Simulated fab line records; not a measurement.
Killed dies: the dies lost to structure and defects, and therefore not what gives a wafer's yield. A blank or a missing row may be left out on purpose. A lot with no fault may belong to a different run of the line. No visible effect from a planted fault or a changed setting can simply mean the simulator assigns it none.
fab line records	flow rit-cmos
record lots=14	wafers=42	last-day=7
route steps=202 shown PWELL@48 NRETRO@61 PLDD@124 CONTACT@168 M1@202
lots untouched by any fault: they come from a run of this same line in which no faults occurred
start-h: hours from the record's opening day to when the first of the lot's shown wafers began	wait-h: time in hours since the lot's previous step	" the same as in the row above	L1.1+2: several wafers, shown together as one row	- value missing, or start not given	* or withheld: withheld	< > ~ a bound
route shown NAME@n: NAME is a module with steps in the file, n the number in the route of the first one	usual: mean and standard deviation over wafers with no fault	same: alike in all rows	chamber/n: place in a boat	sites: each site's reading	_std_site: how widely they spread, as a standard deviation	_edge_site: inner sites' mean taken away from outer sites' mean	radius-mm: how far each site lies from the wafer's centre	mask NAME#n: copy n	behind: the most recent tool/chamber to have shaped the wafer	hold: what put the lot on hold/how long, in hours/how the hold closed	device: the n, p or np transistor that did not switch	end of line: the route-end tests of the same wafers	a step with no rows: only its recipe	killed: count of dies lost to structure and defects at first sort (not the wafer's yield)	map: per-die view of a wafer (x killed, . not killed, _ where there is no die)
set.NAME: setting as actually run; set.NAME@STEP: the setting as run at that earlier step	model.NAME: the simulator's own value behind a step, which no gauge read
steps of the route over a sample of lots; a table a step, a row a wafer
services: a tool's chamber out of use, with start hour (start-h, from the record's first day; less than 0 if before it), hours out, and reason
## steps
# step RIT_PWELL_STRIP_09
# recipe chemistry=O2	time-s=180	resist=NOVOLAK	platen-temp-c=withheld	power-w=500	pressure-mtorr=4000	o2-flow-sccm=4000
# usual drypump-motor-current-A=5.8/0.47	rf-refl-power-W=6.8/1.2
lot.wafer	tool	chamber	start-h	wait-h	drypump-motor-current-A	rf-hours-counter-h	rf-refl-power-W
L319.1	plasma-asher-03	0	27.48	0.1	5.8	40	7.6
L319.2	"	1	"	"	6.1	40	5.5
L319.5	"	1	"	"	6.0	-	5.4
L320.1	plasma-asher-03	1	32.83	0.1	6.0	41	5.8
L320.2	"	0	"	"	5.9	41	7.8
L320.5	"	0	"	"	5.9	-	7.7
L321.1	plasma-asher-04	1	38.47	0.1	6.3	39	5.0
L321.3	"	1	"	"	6.2	-	5.2
L321.4	"	0	"	"	5.0	-	8.6
L326.1	plasma-asher-03	1	62.41	0.1	6.1	43	6.0
L326.2	"	0	"	"	5.9	43	8.2
L326.5	"	1	"	"	6.1	-	5.5
L327.1	plasma-asher-03	1	68.15	0.1	6.0	44	5.8
L327.4	"	0	"	"	5.8	-	7.7
L327.6	"	0	"	"	5.9	-	7.3
L330.1	plasma-asher-04	0	83.48	0.1	5.0	44	8.5
L330.4	"	0	"	"	5.0	-	8.3
L330.5	"	1	"	"	6.3	-	5.4
L331.4	plasma-asher-03	1	88.14	0.1	6.1	-	6.0
L331.5	"	1	"	"	6.1	-	5.4
L331.6	"	0	"	"	5.9	-	7.6
L334.1	plasma-asher-03	0	104.36	0.1	5.9	48	7.4
L334.3	"	1	"	"	6.0	-	5.7
L334.6	"	1	"	"	6.0	-	5.6
L336.2	plasma-asher-03	1	117.68	0.1	6.1	49	5.6
L336.3	"	1	"	"	6.0	-	5.9
L336.5	"	0	"	"	5.9	-	7.7
L337.2	plasma-asher-04	0	119.66	0.1	5.0	48	8.3
L337.3	"	1	"	"	6.3	-	5.4
L337.6	"	0	"	"	5.0	-	8.3
L338.4	plasma-asher-04	1	122.99	0.1	6.3	-	5.4
L338.5	"	1	"	"	6.3	-	5.5
L338.6	"	0	"	"	5.0	-	8.2
L339.1	plasma-asher-03	1	128.61	0.1	6.1	50	5.8
L339.5	"	0	"	"	5.9	-	7.5
L339.6	"	1	"	"	6.0	-	5.7
L340.2	plasma-asher-04	0	132.55	0.1	5.0	50	8.3
L340.5	"	1	"	"	6.3	-	5.4
L340.6	"	0	"	"	5.0	-	8.2
L341.1	plasma-asher-04	0	137.48	0.1	5.0	51	8.3
L341.2	"	1	"	"	6.3	51	5.5
L341.3	"	1	"	"	6.3	-	5.4
# step RIT_NRETRO_IMPLANT_08
# recipe species=P	energy-kev=70	dose-cm2=1e+13	tilt-deg=7
# usual beam-on-s=10.00/0.21	dose-ions-cm2=9.997e+12/1.1e+10	faraday-current-uA=31.7/0.66
lot.wafer	tool	chamber	start-h	wait-h	beam-on-s	dose-ions-cm2	faraday-current-uA
L319.1	implanter-01	0	34.32	0.2	9.94	1e+13	32.0
L319.2	"	0	"	"	9.77	9.99e+12	32.5
L319.5	"	0	"	"	10.09	1.0013e+13	31.5
L320.1	implanter-04	0	39.56	0.2	10.07	9.998e+12	31.5
L320.2	"	0	"	"	10.17	1.0012e+13	31.0
L320.5	"	0	"	"	9.97	9.995e+12	32.0
L321.1	implanter-01	0	45.19	0.2	9.79	9.992e+12	32.4
L321.3	"	0	"	"	9.91	9.991e+12	32.0
L321.4	"	0	"	"	9.85	9.989e+12	32.1
L326.1	implanter-01	0	69.14	0.2	9.80	5.465e+12	17.8
L326.2	"	0	"	"	10.20	5.486e+12	17.1
L326.5	"	0	"	"	10.00	5.49e+12	17.5
L327.1	implanter-01	0	75.08	0.2	9.77	5.494e+12	17.8
L327.4	"	0	"	"	9.87	5.494e+12	17.6
L327.6	"	0	"	"	10.13	5.48e+12	17.2
L330.1	implanter-03	0	90.33	0.2	9.81	9.975e+12	32.2
L330.4	"	0	"	"	10.03	9.981e+12	31.8
L330.5	"	0	"	"	10.28	1.001e+13	30.9
L331.4	implanter-03	0	94.99	0.2	10.23	9.987e+12	31.2
L331.5	"	0	"	"	10.25	9.991e+12	30.9
L331.6	"	0	"	"	10.15	1.0001e+13	31.4
L334.1	implanter-04	0	111.21	0.2	9.80	9.989e+12	32.3
L334.3	"	0	"	"	10.05	9.988e+12	31.5
L334.6	"	0	"	"	9.60	9.99e+12	33.0
L336.2	implanter-03	0	124.56	0.2	9.99	1.0011e+13	31.7
L336.3	"	0	"	"	10.07	9.996e+12	31.5
L336.5	"	0	"	"	9.92	1.0007e+13	32.0
L337.2	implanter-03	0	126.54	0.2	9.99	9.988e+12	31.6
L337.3	"	0	"	"	10.30	1.0009e+13	30.7
L337.6	"	0	"	"	9.95	9.998e+12	31.9
L338.4	implanter-04	0	129.86	0.2	9.99	1.0001e+13	31.6
L338.5	"	0	"	"	9.82	1.0002e+13	32.3
L338.6	"	0	"	"	9.75	9.997e+12	32.5
L339.1	implanter-01	0	135.46	0.2	10.09	1.0011e+13	31.4
L339.5	"	0	"	"	9.96	1.001e+13	31.8
L339.6	"	0	"	"	10.33	1.0023e+13	30.9
L340.2	implanter-01	0	140.27	0.2	10.01	9.99e+12	31.6
L340.5	"	0	"	"	10.39	1.0012e+13	30.5
L340.6	"	0	"	"	9.92	9.982e+12	31.9
L341.1	implanter-03	0	144.69	0.2	10.24	9.995e+12	31.0
L341.2	"	0	"	"	10.24	1.0006e+13	31.0
L341.3	"	0	"	"	9.98	1.0022e+13	31.9
# step RIT_NRETRO_TW_MEAS_10
# usual NRETRO_TW=1062/11
lot.wafer	tool	chamber	start-h	wait-h	NRETRO_TW
L319.1	film-metro-04	-	34.65	0.1	1056
L319.2	"	-	"	"	1054
L319.5	"	-	"	"	1060
L320.1	film-metro-04	-	39.88	0.1	1059
L320.2	"	-	"	"	1062
L320.5	"	-	"	"	1057
L321.1	film-metro-03	-	45.52	0.1	1053
L321.3	"	-	"	"	1049
L321.4	"	-	"	"	1052
L326.1	film-metro-04	-	69.47	0.1	873
L326.2	"	-	"	"	870
L326.5	"	-	"	"	871
L327.1	film-metro-03	-	75.41	0.1	877
L327.4	"	-	"	"	877
L327.6	"	-	"	"	869
L330.1	film-metro-02	-	90.66	0.1	1085
L330.4	"	-	"	"	1079
L330.5	"	-	"	"	1079
L331.4	film-metro-03	-	95.27	0.1	1051
L331.5	"	-	"	"	1057
L331.6	"	-	"	"	1064
L334.1	film-metro-04	-	111.53	0.1	1054
L334.3	"	-	"	"	1049
L334.6	"	-	"	"	1046
L336.2	film-metro-04	-	124.87	0.1	1061
L336.3	"	-	"	"	1060
L336.5	"	-	"	"	1056
L337.2	film-metro-03	-	126.85	0.1	1057
L337.3	"	-	"	"	1060
L337.6	"	-	"	"	1051
L338.4	film-metro-02	-	130.14	0.1	1077
L338.5	"	-	"	"	1084
L338.6	"	-	"	"	1079
L339.1	film-metro-02	-	135.78	0.1	1086
L339.5	"	-	"	"	1079
L339.6	"	-	"	"	1081
L340.2	film-metro-04	-	140.58	0.1	1058
L340.5	"	-	"	"	1062
L340.6	"	-	"	"	1062
L341.1	film-metro-04	-	145.01	0.1	1046
L341.2	"	-	"	"	1050
L341.3	"	-	"	"	1048
# step RIT_PLDD_TW_MEAS_10
# usual PLDD_TW=2371/24
lot.wafer	tool	chamber	start-h	wait-h	PLDD_TW
L319.1	film-metro-03	-	49.45	0.1	2359
L319.2	"	-	"	"	2340
L319.5	"	-	"	"	2338
L320.1	film-metro-02	-	54.82	0.1	2398
L320.2	"	-	"	"	2402
L320.5	"	-	"	"	2402
L321.1	film-metro-04	-	58.45	0.1	2366
L321.3	"	-	"	"	2355
L321.4	"	-	"	"	2360
L326.1	film-metro-02	-	83.46	0.1	2402
L326.2	"	-	"	"	2414
L326.5	"	-	"	"	2389
L327.1	film-metro-04	-	94.35	0.1	2342
L327.4	"	-	"	"	2349
L327.6	"	-	"	"	2342
L330.1	film-metro-02	-	104.43	0.1	2406
L330.4	"	-	"	"	2390
L330.5	"	-	"	"	2380
L331.4	film-metro-04	-	110.42	0.1	2361
L331.5	"	-	"	"	2352
L331.6	"	-	"	"	2352
L334.1	film-metro-02	-	124.83	0.1	2404
L334.3	"	-	"	"	2425
L334.6	"	-	"	"	2403
L336.2	film-metro-04	-	139.28	0.1	2375
L336.3	"	-	"	"	2365
L336.5	"	-	"	"	2370
L337.2	film-metro-04	-	140.05	0.1	2360
L337.3	"	-	"	"	2371
L337.6	"	-	"	"	2373
L338.4	film-metro-04	-	143.63	0.1	2364
L338.5	"	-	"	"	2360
L338.6	"	-	"	"	2362
L339.1	film-metro-02	-	149.01	0.1	2379
L339.5	"	-	"	"	2384
L339.6	"	-	"	"	2386
L340.2	film-metro-03	-	153.38	0.1	2353
L340.5	"	-	"	"	2358
L340.6	"	-	"	"	2360
L341.1	film-metro-02	-	158.95	0.1	2382
L341.2	"	-	"	"	2390
L341.3	"	-	"	"	2393
# step RIT_CONTACT_CVD_00
# recipe material=SiO2	target-thk-nm=400	precursor=TEOS	temp-c=390	time-s=61	rf-w=411.4
# usual heater-power-w=320/46	rf-fwd-power-W=408.1/1.7
lot.wafer	tool	chamber	start-h	wait-h	heater-power-w	rf-fwd-power-W
L319.1	pecvd-03	1	56.45	0.1	222	409.1
L319.2	"	0	"	"	343	408.9
L319.5	"	1	"	"	235	409.7
L320.1	pecvd-01	1	61.85	0.1	304	406.8
L320.2	"	2	"	"	297	407.4
L320.5	"	2	"	"	305	408.9
L321.1	pecvd-04	0	65.57	0.1	359	409.0
L321.3	"	1	"	"	361	408.5
L321.4	"	2	"	"	294	410.0
L326.1	pecvd-01	2	91.55	0.1	279	409.1
L326.2	"	0	"	"	345	404.5
L326.5	"	2	"	"	298	409.7
L327.1	pecvd-04	1	101.35	0.1	412	407.3
L327.4	"	0	"	"	309	408.4
L327.6	"	1	"	"	420	408.9
L330.1	pecvd-04	0	111.41	0.1	403	408.3
L330.4	"	2	"	"	300	408.5
L330.5	"	0	"	"	299	406.7
L331.4	pecvd-03	0	117.94	0.0	243	410.0
L331.5	"	1	"	"	269	410.2
L331.6	"	2	"	"	348	410.2
L334.1	pecvd-03	2	132.17	0.1	345	408.3
L334.3	"	1	"	"	285	410.5
L334.6	"	0	"	"	342	408.7
L336.2	pecvd-04	2	146.64	0.0	306	407.8
L336.3	"	0	"	"	317	409.3
L336.5	"	0	"	"	334	409.7
L337.2	pecvd-03	2	148.34	0.0	344	404.9
L337.3	"	0	"	"	302	408.6
L337.6	"	0	"	"	306	407.5
L338.4	pecvd-01	2	150.69	0.0	297	405.6
L338.5	"	2	"	"	311	409.2
L338.6	"	0	"	"	341	405.2
L339.1	pecvd-04	2	155.87	0.1	330	406.7
L339.5	"	2	"	"	333	407.8
L339.6	"	1	"	"	406	408.6
L340.2	pecvd-03	0	160.50	0.0	321	411.1
L340.5	"	1	"	"	269	409.4
L340.6	"	0	"	"	330	410.1
L341.1	pecvd-01	0	166.44	0.1	286	406.8
L341.2	"	2	"	"	300	409.1
L341.3	"	0	"	"	315	406.2
# step RIT_M1_PROBE_99
# usual killed-at-contacts=0.1/0.24	killed-at-front-end=7/3.1	killed-dies=7/3.1	killed-open=3.6/2.1	killed-short=3.2/2
# same gross-dies=264	killed_at_M0_to_M3=0	killed_at_M4_up=0	killed-at-back-side=0	killed-at-other=0
lot.wafer	tool	chamber	start-h	wait-h	killed-at-contacts	killed-at-front-end	killed-dies	killed-open	killed-short
L330.1	prober-02	-	117.91	0.1	0	5	5	2	3
L330.4	prober-02	-	118.06	0.2	0	3	3	2	1
L330.5	prober-02	-	118.11	0.2	0	10	10	4	6
L334.1	prober-02	-	138.42	0.1	0	4	4	2	2
L334.3	prober-02	-	138.52	0.2	0	4	4	2	2
L334.6	prober-02	-	138.67	0.2	0	6	6	4	2
L337.2	prober-01	-	155.63	0.1	0	6	6	2	4
L337.3	prober-01	-	155.68	0.2	0	10	10	7	3
L337.6	prober-01	-	155.83	0.2	0	7	7	4	3
# killed by level:class
L330.1 FOX1:geometric-particle:short=2 FOX1:geometric-particle:open=1 GATE:geometric-particle:open=1 GATE:geometric-particle:short=1
L330.4 GATE:geometric-particle:open=2 SPACER:geometric-particle:short=1
L330.5 FOX1:geometric-particle:short=3 GATE:geometric-particle:open=3 GATE:geometric-particle:short=2 FOX1:geometric-particle:open=1 FOX2:geometric-particle:short=1
L334.1 GATE:geometric-particle:short=1 GATE:geometric-particle:open=1 REOX:geometric-particle:short=1 REOX:geometric-particle:open=1
L334.3 SPACER:geometric-particle:open=2 REOX:geometric-particle:short=1 SPACER:geometric-particle:short=1
L334.6 REOX:geometric-particle:open=2 FOX2:geometric-particle:open=1 GATE:geometric-particle:open=1 GATE:geometric-particle:short=1 REOX:geometric-particle:short=1
L337.2 SILICIDE:geometric-particle:short=2 GATE:geometric-particle:short=1 GATE:geometric-particle:open=1 REOX:geometric-particle:open=1 SPACER:geometric-particle:short=1
L337.3 GATE:geometric-particle:open=2 SILICIDE:geometric-particle:short=2 SILICIDE:geometric-particle:open=2 FOX2:geometric-particle:open=1 REOX:geometric-particle:short=1 REOX:geometric-particle:open=1 SPACER:geometric-particle:open=1
L337.6 GATE:geometric-particle:open=2 SPACER:geometric-particle:open=2 SILICIDE:geometric-particle:short=2 GATE:geometric-particle:short=1
## services
tool	chamber	start-h	hours	kind
implanter-04	-	7.82	3.2	repair
implanter-01	-	14.11	2.7	repair
pecvd-04	-	26.60	5.8	repair
plasma-asher-03	-	45.88	4.0	pm
pecvd-04	-	53.74	2.8	pm
pecvd-03	0	63.93	22.3	repair
pecvd-04	1	71.34	29.9	repair
pecvd-03	1	78.63	3.5	repair
implanter-01	-	84.30	6.2	repair
pecvd-01	1	91.45	5.2	repair
implanter-04	-	92.41	3.7	repair
pecvd-04	0	104.81	3.6	repair
plasma-asher-03	-	108.71	1.9	repair
plasma-asher-03	-	130.36	2.8	pm
implanter-03	-	130.60	10.6	repair
implanter-04	-	133.60	3.2	repair
pecvd-03	1	138.18	6.5	repair
implanter-03	-	141.21	2.9	pm
implanter-01	-	143.32	5.2	pm
pecvd-04	-	147.28	4.7	repair
implanter-01	-	161.27	2.5	repair
## key
first-sign step=RIT_NRETRO_IMPLANT_08	reading=dose-ions-cm2	direction=down	sigmas=99+	usual=9.997e+12	struck=5.485e+12
effect step=RIT_NRETRO_IMPLANT_08	reading=faraday-current-uA	direction=down	sigmas=21	usual=31.7	struck=17.5
effect step=RIT_NRETRO_TW_MEAS_10	reading=NRETRO_TW	direction=down	sigmas=17	usual=1062	struck=873
met-at RIT_NRETRO_IMPLANT_08
struck-lots L326,L327
tester-left-out L326,L327
not-acting-at RIT_PWELL_STRIP_09,RIT_PLDD_TW_MEAS_10,RIT_CONTACT_CVD_00
onset-between 45.19 69.14
fault kind=process-parameter-drift	tool=implanter-01	chamber=-	onset-h=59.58	steps=RIT_NRETRO_IMPLANT_08	channel=dose-cm2	offset=-4.5e+12	shape=step	end-h=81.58	acts-in=these-recipes-only	stated=1e+13
# tester-left-out: of these lots the tester's yield and bins aren't shown, on N5 and GAA mostly nor the transistor test; their killed dies are dies lost to structure and defects alone, not to doping, threshold or leakage, so they don't give the yield
